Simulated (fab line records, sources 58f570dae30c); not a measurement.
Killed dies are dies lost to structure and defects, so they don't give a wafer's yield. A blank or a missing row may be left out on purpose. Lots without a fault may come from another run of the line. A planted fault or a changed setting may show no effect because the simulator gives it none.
Which tool did it? | flow berkeley_cmos170 | 7 lots, 21 wafers sampled, at 3 steps of a route of 331

WHAT THE GAUGES READ, wafer by wafer
UCB170_M3_RS_MEAS_02: measures by four-point-probe.
lot  | measured     | on            | M3_AL_RS (ohm/sq)
L838 | day 9 18:07  | film_metro-02 | 0.0320 0.0324 0.0324
L839 | day 9 20:07  | film_metro-03 | 0.0318 0.0316 0.0320
L842 | day 10 07:28 | film_metro-03 | 0.0319 0.0320 0.0322
L844 | day 11 03:02 | film_metro-04 | 0.0326 0.0326 0.0327
L846 | day 11 17:07 | film_metro-02 | 0.0316 0.0315 0.0316
L851 | day 12 05:11 | film_metro-03 | 0.0320 0.0323 0.0322
L858 | day 13 22:44 | film_metro-02 | 0.0329 0.0327 0.0325

WHICH TOOL RAN EACH LOT (tool, then ch and the chambers of the sampled wafers, then the start)
lot  | UCB170_CONTACT_CVD_01       | UCB170_V2_CVD_00
L838 | lpcvd-01 ch 1, day 8 21:20  | pecvd-04 ch 1,2, day 9 15:03
L839 | lpcvd-02 ch 1, day 8 22:52  | pecvd-03 ch 0,1,2, day 9 16:34
L842 | lpcvd-01 ch 1, day 9 13:27  | pecvd-03 ch 0,1,2, day 10 04:54
L844 | lpcvd-01 ch 1, day 10 03:52 | pecvd-03 ch 0,1, day 10 22:29
L846 | lpcvd-01 ch 1, day 10 21:23 | pecvd-03 ch 1,2, day 11 14:07
L851 | lpcvd-01 ch 0, day 11 07:02 | pecvd-03 ch 1,2, day 12 01:34
L858 | lpcvd-02 ch 0, day 12 20:17 | pecvd-03 ch 0,1,2, day 13 19:49
- UCB170_CONTACT_CVD_01: deposits PSG from SiH4/O2/PH3, target thk 700 nm, time 2820 s.
- UCB170_V2_CVD_00: deposits SiO2 from TEOS/O2, target thk 2000 nm, time 250 s.

THE ANSWER, worked out from the rows above alone
Rule: what is usual is taken from the lots themselves. Put in order of their means at a reading, lots are off if they are a third of the lots or fewer, leave a main group of 4 or more, and stand apart from it by a gap of 3 or more times the standard deviation of the main group's means; of several such gaps the widest counts. A main group whose means are all the same, to the digits that the tables above print for the reading, isn't used. A lot without any number at a reading at which 4 lots or more have one is off too. The other lots that the step has rows for count as sound.
No lot is off at any reading shown: from this, nothing can be told.

WHAT THE SIMULATOR HAD PUT IN
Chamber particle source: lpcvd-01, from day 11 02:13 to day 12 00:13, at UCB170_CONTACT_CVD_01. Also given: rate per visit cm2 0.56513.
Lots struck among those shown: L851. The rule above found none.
